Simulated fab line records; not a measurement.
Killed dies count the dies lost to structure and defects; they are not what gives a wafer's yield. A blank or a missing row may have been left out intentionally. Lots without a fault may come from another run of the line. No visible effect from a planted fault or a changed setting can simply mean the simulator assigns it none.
Problem report, 8D (eight disciplines) form, completed by code + flow rit-cmos + the parts of the form that need people (team, actions taken, sign-off) are left out

## 1. PROBLEM STATEMENT
Wafers without a fault read 651.8, standard deviation 0.54; wafer_temp_C_max at RIT_SILICIDE_RTA_04 reads a mean of 627.0 on 6 wafers belonging to 2 lots. That is -46 standard deviations from the usual mean.
The step: time 10 s, ramp up 5 s, ramp down 5 s.
Earliest sighting: wafer L384.1 on rtp-anneal-02 at day 7 01:48. Wafers with a number at this step in the record: 42, from 14 lots. Rule for "out", or "out of limits": more than 4 standard deviations from the usual mean. All remaining wafers that have a number are taken as sound.

## 2. WHAT IT IS, AND WHAT IT ISN'T
| question                    | is                     | is not                                                                 |
|-----------------------------|------------------------|------------------------------------------------------------------------|
| which readings at this step | wafer_temp_C_max       | -                                                                      |
| which lots                  | L384, L386             | L368, L369, L370, L371, L372, L373, L375, L376, L377, L380, L383, L389 |
| which wafers of those lots  | all that have a number | -                                                                      |
| read on which tools         | rtp-anneal-02          | rtp-anneal-01                                                          |
| when                        | from day 7 01:48       | up to then (33 sound wafers); but 3 sound wafers of L389 came after    |

## 3. WHAT RULES OUT EACH SUSPECT
Counting: a tool stays on the suspect list if, at a process step up to the reading, it processed all lots that are out and no sound lot following the first of them.
- plasma-asher-03 at RIT_NWELL_STRIP_09 (strips in O2, time 180 s): kept. It processed each lot that is out, first L384 at day 5 15:49, and no sound lot thereafter; up to then, the last sound lot it processed was L383 at day 5 11:19.
- rtp-anneal-02 at RIT_SILICIDE_RTA_04 (time 10 s, ramp up 5 s, ramp down 5 s): kept. It processed each lot that is out, first L384 at day 7 01:48, and no sound lot thereafter; up to then, the last sound lot it processed was L380 at day 6 07:54. On those wafers its own readings are out: wafer_temp_C_max.
Left after counting: plasma-asher-03 at RIT_NWELL_STRIP_09, rtp-anneal-02 at RIT_SILICIDE_RTA_04.

## 4. THE CAUSE (what the simulator had put in)
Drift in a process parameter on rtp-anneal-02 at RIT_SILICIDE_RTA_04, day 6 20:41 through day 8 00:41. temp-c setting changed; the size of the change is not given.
This tool is one of the 2 suspects left after counting.

## 5. SEQUENCE OF EFFECTS, ordered by route
Rows list readings where the struck wafers' mean (over those with a number) sits beyond 3 standard deviations from the usual. Only readings for which the record gives a usual standard deviation are gone through. hours: the time from each lot's start at the first step in this table that gives one to its start at this step, as a median over the lots. sigmas: the change in usual standard deviations.
| hours | step                | reading          | usual | on struck wafers | change | sigmas |
|-------|---------------------|------------------|-------|------------------|--------|--------|
| 0     | RIT_SILICIDE_RTA_04 | wafer_temp_C_max | 651.8 | 627.0            | -24.8  | -46    |
It contains these process steps:
- RIT_SILICIDE_RTA_04: time 10 s, ramp up 5 s, ramp down 5 s.
At these later measuring or inspecting steps, every struck wafer for which the step has a row has a number for every such reading, and none has moved that far: RIT_CONTACT_OVL_MEAS_09.

## 6. WHAT WOULD HAVE CAUGHT IT SOONER
In this record no reading fell out of limits until day 7 01:48, 5 hours after the fault had begun at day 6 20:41.
